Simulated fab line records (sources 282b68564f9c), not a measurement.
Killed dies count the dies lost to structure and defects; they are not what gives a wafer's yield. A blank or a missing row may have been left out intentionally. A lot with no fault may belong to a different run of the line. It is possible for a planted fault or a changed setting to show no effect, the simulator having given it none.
Comparing a struck lot with a sound one -- flow ritCmos -- 12 out of 202 route steps
Sound: these wafers, L586.1, L586.2, L586.5. Struck: wafer L595.2 (left out: L595.3, L595.6 of the same lot, which were not struck); the cause appears at the end.
Each step with rows lists, per side, the tool, then ch with its chambers, then its first start. Under that, the readings that differ: sound wafers -- struck wafers -- difference of the means -- sigmas: that difference in standard deviations of wafers without a fault.
alike: readings whose means differ by less than 2 such deviations, and words and numbers that are the same on both sides. not compared: withheld readings, readings that some wafer has no value for, bounds like >300 that may hide the same value, and numbers for which the record gives no deviation and whose values overlap.
Wherever a step has rows on one side only, a row that says differs or no value, or a row with sigmas, the two part there. When numbers do not overlap yet have no deviation, they are printed without sigmas and do not part them. A reading that every wafer of one side lacks parts them only if that side has two wafers or more.

first, 8 steps without rows for these wafers: RIT_ACTIVE_OXIDATION_01 (target thk 46.8 nm, ox time 3360 s); RIT_ACTIVE_CVD_03 (deposits Si3N4 from SiH2Cl2/NH3, target thk 150 nm, time 1500 s); RIT_ACTIVE_HMDS_05 (prime time 60 s); RIT_ACTIVE_COAT_06 (resist thk 1000 nm); RIT_ACTIVE_SOFTBAKE_07 (time 60 s); RIT_ACTIVE_EXPOSE_08 (exposes mask M1, target cd 1400 nm); RIT_ACTIVE_PEB_09; RIT_ACTIVE_DEVELOP_10 (develop time 50 s).
RIT_ACTIVE_CD_MEAS_11: target cd 1400 nm.
  sound on cdSem-01, day 2 02:02; struck on cdSem-01, day 3 21:35
  alike: cdNm
then, 1 step without rows for these wafers: RIT_ACTIVE_HARDBAKE_12 (time 60 s).
RIT_ACTIVE_ETCH_13: etches Si3N4 in SF6, stops on SiO2, time 210 s, target depth 210 nm.
  sound on rieDiel-02 ch 1,2,3, day 2 02:19; struck on rieDiel-03 ch 2, day 3 21:52
reading,sound,struck,difference,sigmas
rfFwdPowerW (W),125.6 124.1 124.5,173.6,+48.9,+99 or more
model.NOVOLAK_of_ACTIVE_COAT_06.thkNm (nm),648.7 645.4 665.5,566,-87,
model.ACTIVE.featureDepthNm (nm),154 152.3 150.7,195.8,+43.5,
model.SiO2_of_ACTIVE_OXIDATION_01.thkNm (nm),40.39 41.1 43.54,0,-42,
  alike: drypumpMotorCurrentA, oesProductAu, throttleValvePct
  not compared: rfHoursCounterH
RIT_ACTIVE_STRIP_14: strips in O2, time 180 s.
  sound on plasmaAsher-02 ch 0,1, day 2 02:27; struck on plasmaAsher-04 ch 0, day 3 21:59
  alike: drypumpMotorCurrentA
  not compared: rfHoursCounterH

== WHERE THEY PART ==
At RIT_ACTIVE_ETCH_13 and nowhere else, as far as this record goes. Later steps at which nothing parts them and some readings are alike: RIT_ACTIVE_STRIP_14.

WHY: whatever the simulator had introduced
rieDiel-03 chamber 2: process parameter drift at RIT_ACTIVE_ETCH_13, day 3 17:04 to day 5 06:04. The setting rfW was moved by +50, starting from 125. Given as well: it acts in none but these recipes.
